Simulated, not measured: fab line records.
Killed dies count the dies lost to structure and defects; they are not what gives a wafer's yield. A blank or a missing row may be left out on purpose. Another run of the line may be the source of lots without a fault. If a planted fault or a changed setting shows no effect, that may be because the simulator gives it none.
Which of the tools did it?	flow berkeley-cmos170	42 wafers from 14 lots sampled at 2 of the route's 331 steps

WHAT THE GAUGES SHOWED, per wafer
UCB170_V2_THK_MEAS_01.
lot	measured	on	V2_TEOS_THK (nm)
L770	day 9 11:10	film-metro-04	2015 1992 2031
L772	day 10 00:58	film-metro-04	1982 1989 2040
L774	day 10 13:27	film-metro-03	1987 1956 2014
L773	day 10 13:56	film-metro-03	1985 2007 2015
L775	day 10 14:13	film-metro-02	1986 2021 1994
L779	day 11 04:35	film-metro-02	2006 2042 2057
L778	day 11 06:19	film-metro-02	2005 1979 2030
L780	day 11 06:49	film-metro-03	1761 2029 2022
L781	day 11 20:19	film-metro-02	1996 2039 2004
L784	day 12 04:53	film-metro-02	1989 1734 1983
L785	day 12 05:57	film-metro-03	2018 1989 2048
L790	day 13 08:23	film-metro-04	1970 2027 2015
L793	day 13 16:50	film-metro-04	2013 2018 2042
L792	day 13 20:14	film-metro-02	1998 2008 2025

WHICH TOOL RAN EACH LOT (tool, then ch and the chambers of the sampled wafers, then the start)
lot	UCB170_V2_CVD_00
L770	pecvd-03 ch 0,1, day 9 11:00
L772	pecvd-02 ch 1,2, day 10 00:47
L774	pecvd-02 ch 1,2, day 10 13:17
L773	pecvd-04 ch 0,2, day 10 13:46
L775	pecvd-03 ch 0,2, day 10 14:04
L779	pecvd-02 ch 0,1, day 11 04:26
L778	pecvd-02 ch 0,1,2, day 11 06:10
L780	pecvd-03 ch 0,1,2, day 11 06:42
L781	pecvd-04 ch 0,1, day 11 20:10
L784	pecvd-03 ch 0,1,2, day 12 04:43
L785	pecvd-04 ch 0,2, day 12 05:47
L790	pecvd-02 ch 0,1,2, day 13 08:14
L793	pecvd-04 ch 0,1, day 13 16:39
L792	pecvd-04 ch 0,1,2, day 13 20:04
- UCB170_V2_CVD_00: deposits SiO2 from TEOS/O2, target thk 2000 nm, time 250 s.

WHAT THE TOOLS THEMSELVES READ (means of the sampled wafers that have a number; where no wafer has one, the mark that the record gives instead)
UCB170_V2_CVD_00.
lot	tool	heater-power-w (W)	rf-fwd-power-W (W)
L770	pecvd-03	223	548.6
L772	pecvd-02	258	548.0
L774	pecvd-02	242	548.3
L773	pecvd-04	221	549.2
L775	pecvd-03	240	548.6
L779	pecvd-02	230	548.6
L778	pecvd-02	252	549.0
L780	pecvd-03	323	473.6
L781	pecvd-04	247	550.5
L784	pecvd-03	311	475.6
L785	pecvd-04	228	548.3
L790	pecvd-02	239	549.5
L793	pecvd-04	218	548.0
L792	pecvd-04	265	548.8

THE ANSWER, worked out from the rows above alone
Rule: what is usual is taken from the lots themselves. Put in order of their means at a reading, lots are off if they are a third of the lots or fewer, leave a main group of 4 or more, and stand apart from it by a gap of 3 or more times the standard deviation of the main group's means; of several such gaps the widest counts. The tables above print the reading to a certain number of digits; a main group whose means all agree to those digits is not used. Also off: a lot with no number at a reading for which 4 or more lots have one. Any other lot the step has rows for is counted as sound. The gauges are gone through in route order, then the tools' own readings, and for those a lot's mean is taken as printed above. The first step at which some lot is off is used, and at that step the reading that is off furthest; a lot without a number counts as furthest.
Off: L780, L784, at UCB170_V2_THK_MEAS_01 (V2_TEOS_THK). For the main group the mean is 2010 nm and the standard deviation 12.
If a tool, at a process step before that reading, ran all the lots that are off and no sound lot after the first of them, it fits. The gauges at UCB170_V2_THK_MEAS_01 aren't tried: what is off there is off at UCB170_V2_CVD_00 too, on other tools, and a gauge's error can't cause that. One candidate fits, namely pecvd-03 at UCB170_V2_CVD_00. A fault onset in the window from L775 (day 10 14:04, its last sound lot) to L780 (day 11 06:42, its first lot off) fits.
The tool's own readings at UCB170_V2_CVD_00 bear it out: on the lots that are off they differ by more than 5 times the standard deviation of the sound lots' means. heater-power-w reads 317 W there against 239 W on the sound lots; rf-fwd-power-W reads 474.6 W there against 548.8 W on the sound lots.

WHAT HAD BEEN PUT IN BY THE SIMULATOR
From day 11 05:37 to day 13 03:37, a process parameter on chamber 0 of pecvd-03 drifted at UCB170_V2_CVD_00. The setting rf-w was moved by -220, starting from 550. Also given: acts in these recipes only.
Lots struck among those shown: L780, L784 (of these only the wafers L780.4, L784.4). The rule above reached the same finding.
